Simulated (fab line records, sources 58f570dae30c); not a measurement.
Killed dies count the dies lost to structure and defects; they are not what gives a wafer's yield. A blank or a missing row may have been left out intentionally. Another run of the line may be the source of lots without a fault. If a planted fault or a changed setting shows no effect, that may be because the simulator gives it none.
The tool behind it: which one?	flow berkeleyCmos170	Sampling: 7 lots, 21 wafers, 2 of 331 route steps

== WHAT THE GAUGES READ, wafer by wafer ==
UCB170_M1_OVL_MEAS_10.
lot	measured	on	M1_OVL (nm)
L408	day 9 05:30	overlay-01	-12 -10 -12
L409	day 9 07:22	overlay-02	7 15 11
L413	day 10 00:26	overlay-02	3 -6 -1
L420	day 11 13:05	overlay-01	0 3 7
L423	day 11 17:06	overlay-02	10 10 14
L426	day 13 00:39	overlay-02	-6 0 0
L430	day 13 18:58	overlay-01	-4 -2 5

== EACH LOT AND THE TOOL THAT RAN IT (in order: tool; ch and the chambers of the sampled wafers; start) ==
lot	UCB170_GATE_STRIP_16
L408	plasmaAsher-01 ch 0,1, day 8 04:13
L409	plasmaAsher-01 ch 0,1, day 8 04:43
L413	plasmaAsher-04 ch 0,1, day 8 22:13
L420	plasmaAsher-01 ch 0,1, day 10 13:41
L423	plasmaAsher-03 ch 0, day 10 18:08
L426	plasmaAsher-04 ch 0,1, day 11 17:13
L430	plasmaAsher-04 ch 0,1, day 12 15:23
- UCB170_GATE_STRIP_16: strips in O2.

== THE ANSWER, worked out from the rows above alone ==
Rule: usual is defined by the lots themselves. Put in order of their means at a reading, lots are off if they are a third of the lots or fewer, leave a main group of 4 or more, and stand apart from it by a gap of 3 or more times the standard deviation of the main group's means; of several such gaps the widest counts. Not used: any main group whose means are identical at the precision the tables above print for the reading. Also off: a lot with no number at a reading for which 4 or more lots have one. Where the step has rows for the other lots, those lots are counted as sound.
No lot is off on any of the readings shown, so nothing can be concluded from this.

== WHAT THE SIMULATOR HAD INSERTED ==
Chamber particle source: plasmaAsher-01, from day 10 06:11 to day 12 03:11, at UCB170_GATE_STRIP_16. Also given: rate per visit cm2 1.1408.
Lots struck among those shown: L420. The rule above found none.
